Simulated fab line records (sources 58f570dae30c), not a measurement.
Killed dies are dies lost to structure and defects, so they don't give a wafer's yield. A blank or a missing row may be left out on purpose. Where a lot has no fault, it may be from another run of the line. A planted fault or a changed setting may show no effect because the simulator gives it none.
fab line records + flow berkeley_cmos170
[record]
- lots = 5
- wafers = 23
route steps=331 shown SILICIDE@211 V1@256 M2@289 V2@299 M3@321
start_h: start of the lot's first displayed wafer, in hours after the record's first day + wait_h: hours from the lot's prior step to this one + " the same as in the row above + L1.1+2: several wafers, shown together as one row + - either no value or no given start + * or withheld: withheld + < > ~ a bound
route shown NAME@n: NAME is a module with steps in the file, n the number in the route of the first one + usual: mean and standard deviation over wafers with no fault + same: alike in all rows + chamber/n: place in a boat + sites: the reading at each site + _std_site: standard deviation across them + _edge_site: the outer-site mean with the inner-site mean subtracted + radius_mm: for every site, how far away it sits from the centre of the wafer + mask NAME#n: copy n + behind: the last tool/chamber to shape the wafer + hold: why the lot went on hold/how many hours it stayed there/how the hold came to an end + device: which transistor (n, p or np) failed to switch + end of line: the tests these same wafers got at the end of their route + a step without rows: its recipe alone + killed: not the wafer's yield, but the dies lost to structure and defects at the first sort + map: the dies of a wafer, with x for killed, . for not killed, _ for no die there
set.NAME: the setting the step ran with; set.NAME@STEP: the setting that earlier step ran with + model.NAME: the simulator's own value behind a step, which no gauge read
lots run with intentionally changed settings; tables by step, rows by wafer
[[steps]]
[step UCB170_SILICIDE_SPUTTER_01]
[recipe]
- material = Ti
- target_thk_nm = 30
- time_s = 25
- power_w = 1500
- chamber_pressure_pa = 0.5
| lot.wafer | tool           | chamber | start_h | wait_h | set.time_s | model.Ti_of_SILICIDE_SPUTTER_01.thk_nm |
|-----------|----------------|---------|---------|--------|------------|----------------------------------------|
| L075.1    | pvd_sputter-01 | -       | 176.27  | 0.0    | 25         | 30.19                                  |
| L075.2    | "              | -       | "       | "      | 26.65      | 32.15                                  |
| L075.3    | "              | -       | "       | "      | 26.65      | 31.8                                   |
| L075.4    | "              | -       | "       | "      | 25         | 30.15                                  |
| L075.6    | "              | -       | "       | "      | 26.65      | 31.96                                  |
| L077.1    | pvd_sputter-03 | -       | 176.40  | 0.0    | 26.34      | 31.09                                  |
| L077.2    | "              | -       | "       | "      | 25         | 29.97                                  |
| L077.4+5  | "              | -       | "       | "      | 25         | 30.34                                  |
| L077.6    | "              | -       | "       | "      | 26.34      | 31.73                                  |
| L076.1    | pvd_sputter-04 | -       | 194.96  | 0.0    | 25         | 30.27                                  |
| L076.2    | "              | -       | "       | "      | 22.44      | 27.66                                  |
| L076.4    | "              | -       | "       | "      | 25         | 30.21                                  |
| L076.5    | "              | -       | "       | "      | 22.44      | 27.12                                  |
| L076.6    | "              | -       | "       | "      | 25         | 29.64                                  |
| L079.1    | pvd_sputter-01 | -       | 195.00  | 0.0    | 25         | 30.02                                  |
| L079.2    | "              | -       | "       | "      | 25         | 29.83                                  |
| L079.4    | "              | -       | "       | "      | 22.75      | 27.35                                  |
| L079.5    | "              | -       | "       | "      | 22.75      | 27.42                                  |
| L079.6    | "              | -       | "       | "      | 22.75      | 26.76                                  |
| L083.2    | pvd_sputter-03 | -       | 222.33  | 0.0    | 25         | 29.77                                  |
| L083.3    | "              | -       | "       | "      | 25         | 29.69                                  |
| L083.5    | "              | -       | "       | "      | 25         | 29.93                                  |
[step UCB170_SILICIDE_RS_MEAS_02]
[recipe]
- thk_meas_gauge = four-point-probe
- reads = Ti_of_SILICIDE_SPUTTER_01
[usual]
- SILICIDE_TI_RS = 26.3/0.44
| lot.wafer | tool          | chamber | start_h | wait_h | set.time_s@SILICIDE_SPUTTER_01 | SILICIDE_TI_RS[ohm/sq] |
|-----------|---------------|---------|---------|--------|--------------------------------|------------------------|
| L075.1    | film_metro-02 | -       | 176.30  | 0.0    | 25                             | 26.0                   |
| L075.2    | "             | -       | "       | "      | 26.65                          | 24.1                   |
| L075.3    | "             | -       | "       | "      | 26.65                          | 24.4                   |
| L075.4    | "             | -       | "       | "      | 25                             | 26.0                   |
| L075.6    | "             | -       | "       | "      | 26.65                          | 24.2                   |
| L077.1    | film_metro-03 | -       | 176.43  | 0.0    | 26.34                          | 25.0                   |
| L077.2    | "             | -       | "       | "      | 25                             | 26.1                   |
| L077.4    | "             | -       | "       | "      | 25                             | 25.7                   |
| L077.5    | "             | -       | "       | "      | 25                             | 25.7                   |
| L077.6    | "             | -       | "       | "      | 26.34                          | 24.4                   |
| L076.1    | film_metro-02 | -       | 194.99  | 0.0    | 25                             | 25.8                   |
| L076.2    | "             | -       | "       | "      | 22.44                          | 28.7                   |
| L076.4    | "             | -       | "       | "      | 25                             | 25.9                   |
| L076.5    | "             | -       | "       | "      | 22.44                          | 29.4                   |
| L076.6    | "             | -       | "       | "      | 25                             | 26.5                   |
| L079.1    | film_metro-02 | -       | 195.17  | 0.1    | 25                             | 26.2                   |
| L079.2    | "             | -       | "       | "      | 25                             | 26.5                   |
| L079.4    | "             | -       | "       | "      | 22.75                          | 29.3                   |
| L079.5    | "             | -       | "       | "      | 22.75                          | 29.3                   |
| L079.6    | "             | -       | "       | "      | 22.75                          | 30.1                   |
| L083.2    | film_metro-02 | -       | 222.38  | 0.0    | 25                             | 26.4                   |
| L083.3    | "             | -       | "       | "      | 25                             | 26.5                   |
| L083.5    | "             | -       | "       | "      | 25                             | 26.2                   |
[step UCB170_SILICIDE_THK_MEAS_03]
[recipe]
- thk_meas_gauge = xrf
- reads = Ti_of_SILICIDE_SPUTTER_01
[usual]
- SILICIDE_TI_THK = 29.6/0.48
| lot.wafer | tool          | chamber | start_h | wait_h | set.time_s@SILICIDE_SPUTTER_01 | SILICIDE_TI_THK[nm] |
|-----------|---------------|---------|---------|--------|--------------------------------|---------------------|
| L075.1    | film_metro-02 | -       | 176.42  | 0.1    | 25                             | 30.1                |
| L075.2    | "             | -       | "       | "      | 26.65                          | 32.0                |
| L075.3    | "             | -       | "       | "      | 26.65                          | 31.6                |
| L075.4    | "             | -       | "       | "      | 25                             | 30.0                |
| L075.6    | "             | -       | "       | "      | 26.65                          | 31.8                |
| L077.1    | film_metro-03 | -       | 176.55  | 0.1    | 26.34                          | 31.1                |
| L077.2    | "             | -       | "       | "      | 25                             | 30.1                |
| L077.4    | "             | -       | "       | "      | 25                             | 30.5                |
| L077.5    | "             | -       | "       | "      | 25                             | 30.4                |
| L077.6    | "             | -       | "       | "      | 26.34                          | 31.8                |
| L076.1    | film_metro-02 | -       | 195.11  | 0.1    | 25                             | 30.1                |
| L076.2    | "             | -       | "       | "      | 22.44                          | 27.3                |
| L076.4    | "             | -       | "       | "      | 25                             | 29.9                |
| L076.5    | "             | -       | "       | "      | 22.44                          | 27.0                |
| L076.6    | "             | -       | "       | "      | 25                             | 29.4                |
| L079.1    | film_metro-02 | -       | 195.29  | 0.1    | 25                             | 29.7                |
| L079.2    | "             | -       | "       | "      | 25                             | 29.6                |
| L079.4    | "             | -       | "       | "      | 22.75                          | 27.2                |
| L079.5    | "             | -       | "       | "      | 22.75                          | 27.1                |
| L079.6    | "             | -       | "       | "      | 22.75                          | 26.5                |
| L083.2    | film_metro-02 | -       | 222.49  | 0.1    | 25                             | 29.7                |
| L083.3    | "             | -       | "       | "      | 25                             | 29.7                |
| L083.5    | "             | -       | "       | "      | 25                             | 29.8                |
[step UCB170_V1_CMP_02]
[recipe]
- material = SiO2
- down_force_psi = 6
- platen_rpm = 60
- pad_velocity_m_s = 0.75398
| lot.wafer | tool   | chamber | start_h | wait_h | set.leave_above_ref_nm | model.SiO2_of_V1_CVD_00.thk_nm |
|-----------|--------|---------|---------|--------|------------------------|--------------------------------|
| L077.2+4  | cmp-02 | 3,1     | 187.27  | 0.0    | 1047                   | 1047                           |
| L077.1    | "      | 2       | "       | "      | 1047                   | 1046                           |
| L077.5    | "      | 3       | "       | "      | 1000                   | 1001                           |
| L077.6    | "      | 0       | "       | "      | 1000                   | 1000                           |
| L075.3    | cmp-01 | 0       | 188.60  | 0.0    | 980.2                  | 978.3                          |
| L075.2    | "      | 1       | "       | "      | 1000                   | 1000                           |
| L075.4+1  | "      | 2,3     | "       | "      | 1000                   | 1002                           |
| L075.6    | "      | 1       | "       | "      | 980.2                  | 980.3                          |
| L076.1    | cmp-02 | 1       | 205.04  | 0.1    | 1000                   | 999.8                          |
| L076.4    | "      | 2       | "       | "      | 1000                   | 998.9                          |
| L076.2+6  | "      | 3,1     | "       | "      | 1000                   | 999.9                          |
| L076.5    | "      | 2       | "       | "      | 1000                   | 999                            |
| L079.2    | cmp-01 | 0       | 205.04  | 0.0    | 1000                   | 997.4                          |
| L079.4    | "      | 1       | "       | "      | 1000                   | 998.8                          |
| L079.1    | "      | 2       | "       | "      | 1000                   | 1001                           |
| L079.6    | "      | 0       | "       | "      | 1000                   | 996.8                          |
| L079.5    | "      | 1       | "       | "      | 1000                   | 999.6                          |
| L083.3    | cmp-02 | 0       | 234.37  | 0.0    | 1000                   | 999.9                          |
| L083.2    | "      | 2       | "       | "      | 1000                   | 998.7                          |
| L083.5    | "      | 0       | "       | "      | 1000                   | 1001                           |
[step UCB170_V1_THK_MEAS_04]
[recipe]
- reads = SiO2_of_V1_CVD_00
[usual]
- V1_POLISHED_THK = 999.7/1.2
| lot.wafer | tool          | chamber | start_h | wait_h | set.leave_above_ref_nm@V1_CMP_02 | V1_POLISHED_THK[nm] |
|-----------|---------------|---------|---------|--------|----------------------------------|---------------------|
| L077.1    | film_metro-01 | -       | 187.69  | 0.1    | 1047                             | 1045.7              |
| L077.2    | "             | -       | "       | "      | 1047                             | 1047.3              |
| L077.4    | "             | -       | "       | "      | 1047                             | 1046.5              |
| L077.5    | "             | -       | "       | "      | 1000                             | 1001.1              |
| L077.6    | "             | -       | "       | "      | 1000                             | 999.8               |
| L075.1    | film_metro-02 | -       | 189.02  | 0.1    | 1000                             | 1002.3              |
| L075.2    | "             | -       | "       | "      | 1000                             | 1000.3              |
| L075.3    | "             | -       | "       | "      | 980.2                            | 978.2               |
| L075.4    | "             | -       | "       | "      | 1000                             | 1001.6              |
| L075.6    | "             | -       | "       | "      | 980.2                            | 980.0               |
| L076.1    | film_metro-01 | -       | 205.46  | 0.1    | 1000                             | 998.8               |
| L076.2    | "             | -       | "       | "      | 1000                             | 999.9               |
| L076.4    | "             | -       | "       | "      | 1000                             | 999.9               |
| L076.5    | "             | -       | "       | "      | 1000                             | 998.6               |
| L076.6    | "             | -       | "       | "      | 1000                             | 1000.4              |
| L079.1    | film_metro-02 | -       | 205.46  | 0.1    | 1000                             | 1000.6              |
| L079.2    | "             | -       | "       | "      | 1000                             | 997.3               |
| L079.4    | "             | -       | "       | "      | 1000                             | 999.0               |
| L079.5    | "             | -       | "       | "      | 1000                             | 999.1               |
| L079.6    | "             | -       | "       | "      | 1000                             | 995.9               |
| L083.2    | film_metro-04 | -       | 234.80  | 0.1    | 1000                             | 998.5               |
| L083.3    | "             | -       | "       | "      | 1000                             | 999.2               |
| L083.5    | "             | -       | "       | "      | 1000                             | 1001.2              |
[step UCB170_V1_ETCH_14]
[recipe]
- chemistry = CHF3/CF4/Ar
- target = SiO2
- stop_on = Al
- CHF3_flow_sccm = 45
- cf4_flow_sccm = 15
- Ar_flow_sccm = 150
- pressure_mtorr = 200
- rf_w = 700
- target_depth_a = 12500
- over_etch_frac = 0.25
- time_s = 291
| lot.wafer | tool        | chamber | start_h | wait_h | set.rf_w | set.leave_above_ref_nm@V1_CMP_02 | model.V1.feature_depth_nm | model.etch.depth_nm |
|-----------|-------------|---------|---------|--------|----------|----------------------------------|---------------------------|---------------------|
| L077.1    | rie_diel-01 | 2       | 188.93  | 0.0    | 782.9    | 1047                             | 1048                      | 1046                |
| L077.2    | "           | 1       | "       | "      | 700      | 1047                             | 1048                      | 1047                |
| L077.4    | "           | 0       | "       | "      | 782.9    | 1047                             | 1048                      | 1047                |
| L077.5    | "           | 1       | "       | "      | 700      | 1000                             | 1002                      | 1001                |
| L077.6    | "           | 2       | "       | "      | 700      | 1000                             | 1000                      | 1000                |
| L075.1    | rie_diel-03 | 0       | 190.25  | 0.0    | 700      | 1000                             | 1002                      | 1002                |
| L075.2    | "           | 1       | "       | "      | 700      | 1000                             | 1000                      | 1000                |
| L075.3    | "           | 2       | "       | "      | 700      | 980.2                            | 978.7                     | 978.3               |
| L075.4    | "           | 3       | "       | "      | 700      | 1000                             | 1003                      | 1002                |
| L075.6    | "           | 0       | "       | "      | 700      | 980.2                            | 980.3                     | 980.3               |
| L076.1    | rie_diel-04 | 0       | 208.33  | 0.0    | 638.6    | 1000                             | 999.8                     | 999.8               |
| L076.2    | "           | 1       | "       | "      | 638.6    | 1000                             | 999.9                     | 999.9               |
| L076.4    | "           | 2       | "       | "      | 700      | 1000                             | 998.9                     | 998.9               |
| L076.5    | "           | 3       | "       | "      | 638.6    | 1000                             | 999                       | 999                 |
| L076.6    | "           | 0       | "       | "      | 700      | 1000                             | 999.9                     | 999.9               |
| L079.1    | rie_diel-03 | 3       | 208.60  | 0.0    | 700      | 1000                             | 1002                      | 1001                |
| L079.2    | "           | 0       | "       | "      | 700      | 1000                             | 997.4                     | 997.4               |
| L079.4    | "           | 3       | "       | "      | 700      | 1000                             | 999.6                     | 998.8               |
| L079.5    | "           | 1       | "       | "      | 700      | 1000                             | 999.6                     | 999.6               |
| L079.6    | "           | 0       | "       | "      | 700      | 1000                             | 996.8                     | 996.8               |
| L083.2    | rie_diel-01 | 2       | 237.62  | 0.0    | 700      | 1000                             | 998.7                     | 998.7               |
| L083.3    | "           | 0       | "       | "      | 700      | 1000                             | 999.9                     | 999.9               |
| L083.5    | "           | 1       | "       | "      | 700      | 1000                             | 1002                      | 1001                |
[step UCB170_M2_METAL_ETCH_18]
[recipe]
- chemistry = Cl2/BCl3
- target = Al
- stop_on = SiO2
- pressure_mtorr = 12
- target_depth_a = 11700
- over_etch_frac = 0.3
- time_s = 195
- icp_w = 600
- bias_w = 120
- Cl2_flow_sccm = 90
- bcl3_flow_sccm = 45
| lot.wafer | tool         | chamber | start_h | wait_h | set.icp_w | model.KrF_of_M2_COAT_10.thk_nm |
|-----------|--------------|---------|---------|--------|-----------|--------------------------------|
| L077.1    | rie_metal-02 | 1       | 191.44  | -      | 574.5     | 243.5                          |
| L077.2    | "            | 0       | "       | "      | 574.5     | 207.3                          |
| L077.4    | "            | 0       | "       | "      | 600       | 187.5                          |
| L077.5    | "            | 1       | "       | "      | 600       | 222.3                          |
| L077.6    | "            | 0       | "       | "      | 574.5     | 213.8                          |
| L075.1    | rie_metal-03 | 0       | 192.79  | -      | 642.4     | 171.3                          |
| L075.2    | "            | 1       | "       | "      | 600       | 203.4                          |
| L075.3    | "            | 1       | "       | "      | 642.4     | 158.4                          |
| L075.4    | "            | 0       | "       | "      | 600       | 217                            |
| L075.6    | "            | 0       | "       | "      | 600       | 219.7                          |
| L076.1    | rie_metal-02 | 1       | 212.69  | -      | 568.6     | 236.5                          |
| L076.2    | "            | 0       | "       | "      | 600       | 170                            |
| L076.4    | "            | 1       | "       | "      | 568.6     | 237.9                          |
| L076.5    | "            | 1       | "       | "      | 600       | 210.9                          |
| L076.6    | "            | 0       | "       | "      | 600       | 165.8                          |
| L079.1    | rie_metal-03 | 0       | 213.22  | -      | 600       | 188.1                          |
| L079.2    | "            | 1       | "       | "      | 600       | 197.2                          |
| L079.4    | "            | 0       | "       | "      | 600       | 200.2                          |
| L079.5    | "            | 0       | "       | "      | 532.7     | 269.2                          |
| L079.6    | "            | 1       | "       | "      | 532.7     | 262.2                          |
| L083.2    | rie_metal-03 | 0       | 240.46  | -      | 600       | 197.5                          |
| L083.3    | "            | 0       | "       | "      | 600       | 204                            |
| L083.5    | "            | 1       | "       | "      | 600       | 194.6                          |
[step UCB170_M2_STRIP_19]
[recipe]
- chemistry = O2
- power_w = 400
- pressure_mtorr = 3500
- platen_temp_c = withheld
- o2_flow_sccm = 400
- overash_fraction = 0.5
[usual]
- oes_product_au = 0.535/0.017
| lot.wafer | tool            | chamber | start_h | wait_h | set.icp_w@M2_METAL_ETCH_18 | oes_product_au |
|-----------|-----------------|---------|---------|--------|----------------------------|----------------|
| L077.1    | plasma_asher-03 | 0       | 191.63  | 0.1    | 574.5                      | 0.582          |
| L077.2    | "               | 1       | "       | "      | 574.5                      | 0.535          |
| L077.4    | "               | 1       | "       | "      | 600                        | 0.522          |
| L077.5    | "               | 1       | "       | "      | 600                        | 0.543          |
| L077.6    | "               | 0       | "       | "      | 574.5                      | 0.537          |
| L075.1    | plasma_asher-03 | 1       | 192.98  | 0.1    | 642.4                      | 0.507          |
| L075.2    | "               | 0       | "       | "      | 600                        | 0.535          |
| L075.3    | "               | 0       | "       | "      | 642.4                      | 0.488          |
| L075.4    | "               | 1       | "       | "      | 600                        | 0.550          |
| L075.6    | "               | 1       | "       | "      | 600                        | 0.541          |
| L076.1    | plasma_asher-01 | 1       | 212.87  | 0.1    | 568.6                      | 0.566          |
| L076.2    | "               | 0       | "       | "      | 600                        | 0.499          |
| L076.4    | "               | 0       | "       | "      | 568.6                      | 0.567          |
| L076.5    | "               | 0       | "       | "      | 600                        | 0.545          |
| L076.6    | "               | 1       | "       | "      | 600                        | 0.496          |
| L079.1    | plasma_asher-04 | 0       | 213.41  | 0.1    | 600                        | 0.514          |
| L079.2    | "               | 1       | "       | "      | 600                        | 0.530          |
| L079.4    | "               | 0       | "       | "      | 600                        | 0.525          |
| L079.5    | "               | 0       | "       | "      | 532.7                      | 0.599          |
| L079.6    | "               | 1       | "       | "      | 532.7                      | 0.590          |
| L083.2    | plasma_asher-01 | 1       | 240.65  | 0.1    | 600                        | 0.526          |
| L083.3    | "               | 1       | "       | "      | 600                        | 0.535          |
| L083.5    | "               | 0       | "       | "      | 600                        | 0.524          |
[step UCB170_V2_COAT_07]
[recipe]
- resist = KrF
- spin_rpm = 1500
- resist_thk_nm = 900
| lot.wafer | tool           | chamber | start_h | wait_h | set.spin_rpm | model.KrF_of_V2_COAT_07.thk_nm |
|-----------|----------------|---------|---------|--------|--------------|--------------------------------|
| L077.1    | litho_track-03 | 0       | 192.87  | 0.1    | 1407         | 926.9                          |
| L077.2    | "              | 0       | "       | "      | 1500         | 899.9                          |
| L077.4    | "              | 0       | "       | "      | 1500         | 898.2                          |
| L077.5    | "              | 0       | "       | "      | 1407         | 929.1                          |
| L077.6    | "              | 0       | "       | "      | 1500         | 897.9                          |
| L075.1    | litho_track-01 | 0       | 194.22  | 0.1    | 1500         | 894.8                          |
| L075.2    | "              | 0       | "       | "      | 1500         | 895.7                          |
| L075.3    | "              | 0       | "       | "      | 1500         | 894.7                          |
| L075.4    | "              | 0       | "       | "      | 1500         | 897.6                          |
| L075.6    | "              | 0       | "       | "      | 1500         | 895.4                          |
| L076.1    | litho_track-01 | 0       | 214.61  | 0.1    | 1500         | 901.2                          |
| L076.2    | "              | 0       | "       | "      | 1500         | 897.4                          |
| L076.4    | "              | 0       | "       | "      | 1500         | 898.7                          |
| L076.5    | "              | 0       | "       | "      | 1500         | 895.5                          |
| L076.6    | "              | 0       | "       | "      | 1500         | 900.5                          |
| L079.1    | litho_track-01 | 0       | 215.06  | 0.1    | 1500         | 904.4                          |
| L079.2    | "              | 0       | "       | "      | 1607         | 874.3                          |
| L079.4    | "              | 0       | "       | "      | 1607         | 872.2                          |
| L079.5    | "              | 0       | "       | "      | 1607         | 874                            |
| L079.6    | "              | 0       | "       | "      | 1500         | 901.6                          |
| L083.2    | litho_track-03 | 0       | 241.94  | 0.1    | 1500         | 900.9                          |
| L083.3    | "              | 0       | "       | "      | 1500         | 897.6                          |
| L083.5    | "              | 0       | "       | "      | 1500         | 899.6                          |
[step UCB170_M3_EXPOSE_12]
[recipe]
- mask_id = METAL3
- target_cd_nm = 700
- na = 0.5
- sigma_outer = 0.6
- source_shape = conventional
- dose_mj = 26
| lot.wafer  | tool           | chamber | start_h | wait_h | mask     | set.dose_mj |
|------------|----------------|---------|---------|--------|----------|-------------|
| L077.1+2   | krf_scanner-01 | 0       | 196.25  | -      | METAL3#0 | 25.17       |
| L077.4+5+6 | "              | 0       | "       | "      | METAL3#0 | 26          |
| L075.1+4+6 | krf_scanner-01 | 0       | 197.15  | -      | METAL3#0 | 26          |
| L075.2+3   | "              | 0       | "       | "      | METAL3#0 | 27.72       |
| L076.1+4+6 | krf_scanner-01 | 0       | 217.98  | -      | METAL3#0 | 27.34       |
| L076.2+5   | "              | 0       | "       | "      | METAL3#0 | 26          |
| L079.1+2+5 | krf_scanner-02 | 0       | 218.22  | -      | METAL3#0 | 26          |
| L079.4+6   | "              | 0       | "       | "      | METAL3#0 | 27.19       |
| L083.2+3+5 | krf_scanner-01 | 0       | 245.41  | -      | METAL3#0 | 26          |
[step UCB170_M3_PEB_13]
[recipe]
- peb_temp_c = 130
- peb_time_s = withheld
- resist = KrF
[step UCB170_M3_DEVELOP_14]
[recipe]
- developer = TMAH
- develop_time_s = 45
- resist = KrF
- dev_temp_c = 21
[step UCB170_M3_CD_MEAS_15]
[recipe]
- target_cd_nm = 700
[usual]
- cd_nm = 700.1/1.6
| lot.wafer | tool      | chamber | start_h | wait_h | set.dose_mj@M3_EXPOSE_12 | cd_nm |
|-----------|-----------|---------|---------|--------|--------------------------|-------|
| L077.1    | cd_sem-02 | -       | 196.64  | -      | 25.17                    | 707.2 |
| L077.2    | "         | -       | "       | "      | 25.17                    | 706.4 |
| L077.4    | "         | -       | "       | "      | 26                       | 698.7 |
| L077.5    | "         | -       | "       | "      | 26                       | 699.3 |
| L077.6    | "         | -       | "       | "      | 26                       | 700.6 |
| L075.1    | cd_sem-02 | -       | 197.54  | -      | 26                       | 699.8 |
| L075.2    | "         | -       | "       | "      | 27.72                    | 690.4 |
| L075.3    | "         | -       | "       | "      | 27.72                    | 688.7 |
| L075.4    | "         | -       | "       | "      | 26                       | 700.4 |
| L075.6    | "         | -       | "       | "      | 26                       | 700.9 |
| L076.1    | cd_sem-02 | -       | 218.76  | -      | 27.34                    | 693.3 |
| L076.2    | "         | -       | "       | "      | 26                       | 701.4 |
| L076.4    | "         | -       | "       | "      | 27.34                    | 691.7 |
| L076.5    | "         | -       | "       | "      | 26                       | 700.3 |
| L076.6    | "         | -       | "       | "      | 27.34                    | 692.5 |
| L079.1    | cd_sem-01 | -       | 219.03  | -      | 26                       | 696.7 |
| L079.2    | "         | -       | "       | "      | 26                       | 697.3 |
| L079.4    | "         | -       | "       | "      | 27.19                    | 690.4 |
| L079.5    | "         | -       | "       | "      | 26                       | 697.1 |
| L079.6    | "         | -       | "       | "      | 27.19                    | 690.1 |
| L083.2    | cd_sem-01 | -       | 245.81  | -      | 26                       | 698.0 |
| L083.3    | "         | -       | "       | "      | 26                       | 699.7 |
| L083.5    | "         | -       | "       | "      | 26                       | 700.6 |
[[key]]
[split]
- step = UCB170_SILICIDE_SPUTTER_01
- setting = time_s
- stated = 25
- by = wafer
[response]
- step = UCB170_SILICIDE_SPUTTER_01
- reading = model.Ti_of_SILICIDE_SPUTTER_01.thk_nm
- change = +0.272
- per = 1%
- r = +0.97
[response]
- step = UCB170_SILICIDE_RS_MEAS_02
- reading = SILICIDE_TI_RS
- change = -0.299
- per = 1%
- r = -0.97
[response]
- step = UCB170_SILICIDE_THK_MEAS_03
- reading = SILICIDE_TI_THK
- change = +0.269
- per = 1%
- r = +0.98
[split]
- step = UCB170_V1_CMP_02
- setting = leave_above_ref_nm
- stated = 1000
- by = wafer
[response]
- step = UCB170_V1_CMP_02
- reading = model.SiO2_of_V1_CVD_00.thk_nm
- change = +9.99
- per = 1%
- r = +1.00
[response]
- step = UCB170_V1_THK_MEAS_04
- reading = V1_POLISHED_THK
- change = +10
- per = 1%
- r = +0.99
[response]
- step = UCB170_V1_ETCH_14
- reading = model.V1.feature_depth_nm
- change = +10.1
- per = 1%
- r = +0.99
[response]
- step = UCB170_V1_ETCH_14
- reading = model.etch.depth_nm
- change = +9.99
- per = 1%
- r = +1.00
[split]
- step = UCB170_V1_ETCH_14
- setting = rf_w
- stated = 700
- by = wafer
response none clear
[split]
- step = UCB170_M2_METAL_ETCH_18
- setting = icp_w
- stated = 600
- by = wafer
[response]
- step = UCB170_M2_METAL_ETCH_18
- reading = model.KrF_of_M2_COAT_10.thk_nm
- change = -6.74
- per = 1%
- r = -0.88
[response]
- step = UCB170_M2_STRIP_19
- reading = oes_product_au
- change = -0.00663
- per = 1%
- r = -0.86
[split]
- step = UCB170_V2_COAT_07
- setting = spin_rpm
- stated = 1500
- by = wafer
[response]
- step = UCB170_V2_COAT_07
- reading = model.KrF_of_V2_COAT_07.thk_nm
- change = -4.4
- per = 1%
- r = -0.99
[split]
- step = UCB170_M3_EXPOSE_12
- setting = dose_mj
- stated = 26
- by = wafer
[response]
- step = UCB170_M3_CD_MEAS_15
- reading = cd_nm
- change = -1.67
- per = 1%
- r = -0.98
